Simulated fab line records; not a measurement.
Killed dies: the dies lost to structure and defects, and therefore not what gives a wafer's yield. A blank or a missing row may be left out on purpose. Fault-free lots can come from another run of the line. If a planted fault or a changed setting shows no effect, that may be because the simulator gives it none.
Which of the tools did it? + flow berkeley cmos170 + 42 wafers from 14 lots sampled at 7 of the route's 331 steps

## WHAT EACH GAUGE READ, for each wafer
UCB170_PSD_OVL_MEAS_07.
| lot  | measured     | on         | PSD_OVL (nm) |
|------|--------------|------------|--------------|
| L907 | day 7 17:43  | overlay-02 | 0 -3 1       |
| L908 | day 8 07:28  | overlay-02 | -2 1 -3      |
| L909 | day 8 07:13  | overlay-01 | -8 -9 -7     |
| L911 | day 9 02:28  | overlay-02 | 1 4 5        |
| L910 | day 9 02:40  | overlay-02 | -11 -9 -5    |
| L915 | day 9 02:56  | overlay-02 | -8 -14 -4    |
| L912 | day 9 02:47  | overlay-02 | -3 -1 2      |
| L913 | day 9 03:17  | overlay-02 | 7 3 3        |
| L917 | day 10 04:44 | overlay-01 | 0 -7 4       |
| L920 | day 10 16:27 | overlay-01 | -4 -6 -4     |
| L923 | day 11 15:32 | overlay-02 | 3 -2 7       |
| L927 | day 12 04:20 | overlay-02 | 3 -2 1       |
| L929 | day 12 03:55 | overlay-01 | -12 -9 -5    |
| L930 | day 12 12:46 | overlay-01 | -5 -6 -4     |

UCB170_PSD_TW_MEAS_10.
| lot  | measured     | on            | PSD_TW         |
|------|--------------|---------------|----------------|
| L907 | day 7 18:00  | film metro-01 | 2306 2315 2304 |
| L908 | day 8 07:46  | film metro-02 | 2309 2305 2299 |
| L909 | day 8 07:31  | film metro-01 | 2328 2324 2341 |
| L911 | day 9 02:46  | film metro-01 | 2336 2327 2326 |
| L910 | day 9 02:56  | film metro-01 | 2323 2336 2333 |
| L915 | day 9 03:13  | film metro-01 | 2313 2332 2326 |
| L912 | day 9 03:13  | film metro-03 | 2351 2335 2339 |
| L913 | day 9 03:35  | film metro-02 | 2322 2332 2324 |
| L917 | day 10 05:01 | film metro-02 | 2313 2306 2297 |
| L920 | day 10 16:45 | film metro-01 | 2310 2320 2331 |
| L923 | day 11 15:50 | film metro-03 | 2484 2467 2470 |
| L927 | day 12 04:37 | film metro-02 | 2454 2449 2459 |
| L929 | day 12 04:13 | film metro-03 | 2342 2346 2339 |
| L930 | day 12 13:04 | film metro-03 | 2326 2349 2349 |

UCB170_SDANNEAL_RS_MEAS_02: measurement is done with a four-point probe.
| lot  | measured     | on            | PSD_RS (ohm/sq)   |
|------|--------------|---------------|-------------------|
| L907 | day 7 21:59  | film metro-02 | 76.35 76.32 76.44 |
| L908 | day 8 13:34  | film metro-03 | 75.46 75.64 75.91 |
| L909 | day 8 13:18  | film metro-02 | 75.60 75.80 75.80 |
| L911 | day 9 05:59  | film metro-03 | 75.75 75.60 75.83 |
| L910 | day 9 06:21  | film metro-01 | 75.67 75.62 75.63 |
| L915 | day 9 07:56  | film metro-03 | 75.84 75.67 75.84 |
| L912 | day 9 07:56  | film metro-01 | 75.73 75.57 75.74 |
| L913 | day 9 08:07  | film metro-02 | 75.76 75.92 75.69 |
| L917 | day 10 09:33 | film metro-02 | 75.53 75.88 75.44 |
| L920 | day 10 23:25 | film metro-03 | 75.53 75.79 75.40 |
| L923 | day 11 19:13 | film metro-03 | 65.38 65.22 65.69 |
| L927 | day 12 11:04 | film metro-03 | 65.61 65.82 65.94 |
| L929 | day 12 10:34 | film metro-03 | 75.25 75.23 75.30 |
| L930 | day 12 16:57 | film metro-02 | 75.72 75.95 75.45 |

## EACH LOT AND THE TOOL THAT RAN IT (in order: tool; ch and the chambers of the sampled wafers; start)
| lot  | UCB170_PVT_STRIP_08                  | UCB170_SPACER_CVD_00            | UCB170_PSD_IMPLANT_08           | UCB170_PSD_STRIP_09                  |
|------|--------------------------------------|---------------------------------|---------------------------------|--------------------------------------|
| L907 | plasma asher-04 ch 0,1, day 6 14:01  | pecvd-03 ch 1,2, day 7 12:16    | implanter-02 ch 0, day 7 17:46  | plasma asher-04 ch 0,1, day 7 17:53  |
| L908 | plasma asher-01 ch 0,1, day 7 05:26  | pecvd-02 ch 0,1,2, day 8 00:16  | implanter-04 ch 0, day 8 07:31  | plasma asher-02 ch 0,1, day 8 07:39  |
| L909 | plasma asher-01 ch 1, day 7 05:59    | pecvd-04 ch 1,2, day 7 23:17    | implanter-02 ch 0, day 8 07:16  | plasma asher-04 ch 0,1, day 8 07:25  |
| L911 | plasma asher-04 ch 0,1, day 7 15:04  | pecvd-03 ch 0,1,2, day 8 15:50  | implanter-03 ch 0, day 9 02:32  | plasma asher-01 ch 1, day 9 02:39    |
| L910 | plasma asher-04 ch 0,1, day 7 15:25  | pecvd-04 ch 1,2, day 8 16:13    | implanter-02 ch 0, day 9 02:41  | plasma asher-04 ch 0,1, day 9 02:50  |
| L915 | plasma asher-02 ch 0,1, day 7 23:15  | pecvd-04 ch 0,2, day 8 19:37    | implanter-02 ch 0, day 9 02:58  | plasma asher-02 ch 0,1, day 9 03:07  |
| L912 | plasma asher-04 ch 0,1, day 7 23:31  | pecvd-04 ch 0,1,2, day 8 20:43  | implanter-04 ch 0, day 9 02:49  | plasma asher-04 ch 0,1, day 9 03:07  |
| L913 | plasma asher-02 ch 0,1, day 7 23:58  | pecvd-03 ch 1,2, day 8 20:04    | implanter-02 ch 0, day 9 03:20  | plasma asher-02 ch 0,1, day 9 03:29  |
| L917 | plasma asher-02 ch 0,1, day 9 00:35  | pecvd-04 ch 0,1,2, day 9 20:38  | implanter-02 ch 0, day 10 04:46 | plasma asher-01 ch 0,1, day 10 04:55 |
| L920 | plasma asher-02 ch 0,1, day 9 12:37  | pecvd-03 ch 0,1, day 10 09:59   | implanter-02 ch 0, day 10 16:32 | plasma asher-02 ch 0,1, day 10 16:40 |
| L923 | plasma asher-01 ch 0,1, day 10 11:28 | pecvd-02 ch 0,1, day 11 06:48   | implanter-02 ch 0, day 11 15:35 | plasma asher-04 ch 0,1, day 11 15:43 |
| L927 | plasma asher-04 ch 0,1, day 11 01:13 | pecvd-02 ch 1,2, day 11 20:33   | implanter-02 ch 0, day 12 04:23 | plasma asher-02 ch 0,1, day 12 04:31 |
| L929 | plasma asher-02 ch 0,1, day 11 01:20 | pecvd-03 ch 0,1,2, day 11 20:44 | implanter-04 ch 0, day 12 03:58 | plasma asher-01 ch 0,1, day 12 04:06 |
| L930 | plasma asher-01 ch 0,1, day 11 09:26 | pecvd-03 ch 0,2, day 12 07:26   | implanter-03 ch 0, day 12 12:49 | plasma asher-02 ch 0,1, day 12 12:58 |
- UCB170_PVT_STRIP_08: strips in O2.
- UCB170_SPACER_CVD_00: deposits SiO2 from TEOS/O2, target thk 376 nm, time 47 s.
- UCB170_PSD_IMPLANT_08
- UCB170_PSD_STRIP_09: strips in O2.

## AS READ BY THE TOOLS THEMSELVES (means over the sampled wafers that have a number; for cases with no such wafer, the mark the record gives instead)
UCB170_PVT_STRIP_08.
| lot  | tool            | drypump motor current A (A) | o2 flow sccm (sccm) | oes product au (a.u.) | strip time to endpoint s (s) |
|------|-----------------|-----------------------------|---------------------|-----------------------|------------------------------|
| L907 | plasma asher-04 | 5.8                         | 401.5               | 0.734                 | 21.66                        |
| L908 | plasma asher-01 | 6.0                         | 400.4               | 0.734                 | 21.56                        |
| L909 | plasma asher-01 | 6.0                         | 399.0               | 0.736                 | 21.69                        |
| L911 | plasma asher-04 | 5.7                         | 399.9               | 0.739                 | 21.69                        |
| L910 | plasma asher-04 | 5.7                         | 398.9               | 0.735                 | 21.58                        |
| L915 | plasma asher-02 | 5.2                         | 399.7               | 0.732                 | 21.66                        |
| L912 | plasma asher-04 | 5.7                         | 400.8               | 0.732                 | 21.62                        |
| L913 | plasma asher-02 | 5.4                         | 400.9               | 0.729                 | 21.60                        |
| L917 | plasma asher-02 | 5.4                         | 400.7               | 0.736                 | 21.52                        |
| L920 | plasma asher-02 | 5.4                         | 399.6               | 0.734                 | 21.67                        |
| L923 | plasma asher-01 | 6.0                         | 400.6               | 0.737                 | 21.63                        |
| L927 | plasma asher-04 | 5.9                         | 398.7               | 0.731                 | 21.65                        |
| L929 | plasma asher-02 | 5.3                         | 400.1               | 0.738                 | 21.62                        |
| L930 | plasma asher-01 | 6.0                         | 400.0               | 0.731                 | 21.73                        |

UCB170_SPACER_CVD_00.
| lot  | tool     | heater power w (W) |
|------|----------|--------------------|
| L907 | pecvd-03 | 273                |
| L908 | pecvd-02 | 216                |
| L909 | pecvd-04 | 236                |
| L911 | pecvd-03 | 282                |
| L910 | pecvd-04 | 239                |
| L915 | pecvd-04 | 283                |
| L912 | pecvd-04 | 242                |
| L913 | pecvd-03 | 228                |
| L917 | pecvd-04 | 261                |
| L920 | pecvd-03 | 311                |
| L923 | pecvd-02 | 240                |
| L927 | pecvd-02 | 191                |
| L929 | pecvd-03 | 267                |
| L930 | pecvd-03 | 276                |

UCB170_PSD_IMPLANT_08.
| lot  | tool         | beam energy keV | beam on s (s) | dose ions cm2 | faraday current uA |
|------|--------------|-----------------|---------------|---------------|--------------------|
| L907 | implanter-02 | 20.000          | 10.08         | 2.9974e+15    | 9182               |
| L908 | implanter-04 | 19.998          | 10.25         | 3.0010e+15    | 9034               |
| L909 | implanter-02 | 20.002          | 9.97          | 3.0019e+15    | 9270               |
| L911 | implanter-03 | 20.006          | 10.07         | 3.0007e+15    | 9176               |
| L910 | implanter-02 | 20.002          | 10.08         | 3.0023e+15    | 9148               |
| L915 | implanter-02 | 20.003          | 9.99          | 2.9990e+15    | 9282               |
| L912 | implanter-04 | 19.999          | 9.92          | 3.0009e+15    | 9318               |
| L913 | implanter-02 | 20.005          | 10.14         | 2.9985e+15    | 9133               |
| L917 | implanter-02 | 20.004          | 10.00         | 3.0042e+15    | 9263               |
| L920 | implanter-02 | 20.001          | 9.95          | 2.9995e+15    | 9261               |
| L923 | implanter-02 | 19.999          | 9.91          | 3.5975e+15    | 11137              |
| L927 | implanter-02 | 20.002          | 10.19         | 3.6000e+15    | 10862              |
| L929 | implanter-04 | 20.008          | 10.18         | 2.9984e+15    | 9100               |
| L930 | implanter-03 | 20.004          | 10.21         | 3.0037e+15    | 9039               |

UCB170_PSD_STRIP_09.
| lot  | tool            | drypump motor current A (A) | o2 flow sccm (sccm) | oes product au (a.u.) | strip time to endpoint s (s) |
|------|-----------------|-----------------------------|---------------------|-----------------------|------------------------------|
| L907 | plasma asher-04 | 5.7                         | 400.1               | 0.600                 | 29.20                        |
| L908 | plasma asher-02 | 5.4                         | 400.0               | 0.594                 | 29.31                        |
| L909 | plasma asher-04 | 5.9                         | 400.9               | 0.594                 | 29.32                        |
| L911 | plasma asher-01 | 6.0                         | 399.3               | 0.601                 | 29.42                        |
| L910 | plasma asher-04 | 5.9                         | 401.3               | 0.600                 | 29.36                        |
| L915 | plasma asher-02 | 5.4                         | 399.6               | 0.601                 | 29.39                        |
| L912 | plasma asher-04 | 5.7                         | 398.7               | 0.604                 | 29.23                        |
| L913 | plasma asher-02 | 5.3                         | 400.5               | 0.602                 | 29.39                        |
| L917 | plasma asher-01 | 6.0                         | 400.1               | 0.599                 | 29.34                        |
| L920 | plasma asher-02 | 5.2                         | 399.4               | 0.599                 | 29.45                        |
| L923 | plasma asher-04 | 5.9                         | 399.3               | 0.572                 | 31.62                        |
| L927 | plasma asher-02 | 5.4                         | 401.0               | 0.576                 | 31.53                        |
| L929 | plasma asher-01 | 6.0                         | 399.6               | 0.598                 | 29.43                        |
| L930 | plasma asher-02 | 5.4                         | 401.4               | 0.596                 | 29.42                        |

## THE ANSWER, worked out from the rows above alone
Rule: usual is defined by the lots themselves. The widest of any qualifying gaps counts: lots, ordered by their means at a reading, are off when they make up no more than a third of the lots, leave a main group of 4 or more, and stand apart from it by 3 or more times the standard deviation of that group's means. A main group is skipped when, at the precision printed for the reading in the tables above, its means are all equal. Also off: a lot with no number at a reading for which 4 or more lots have one. Where the step has rows for the other lots, those lots are counted as sound. After the gauges, taken in route order, come the tools' own readings; for these a lot's mean is taken, as printed above. The first step at which some lot is off is used, and at that step the reading that is off furthest; a lot without a number counts as furthest.
Off: L923, L927, seen at UCB170_PSD_TW_MEAS_10 (PSD_TW). The main group: mean 2325, standard deviation 13.
If a tool, at a process step before that reading, ran all the lots that are off and no sound lot after the first of them, it fits. The gauges at UCB170_PSD_TW_MEAS_10 aren't tried: what is off there is off at UCB170_PSD_IMPLANT_08 too, on other tools, and a gauge's error can't cause that. This does not decide it: 2 tools fit, namely pecvd-02 at UCB170_SPACER_CVD_00 and implanter-02 at UCB170_PSD_IMPLANT_08.

## WHAT THE SIMULATOR HAD INSERTED
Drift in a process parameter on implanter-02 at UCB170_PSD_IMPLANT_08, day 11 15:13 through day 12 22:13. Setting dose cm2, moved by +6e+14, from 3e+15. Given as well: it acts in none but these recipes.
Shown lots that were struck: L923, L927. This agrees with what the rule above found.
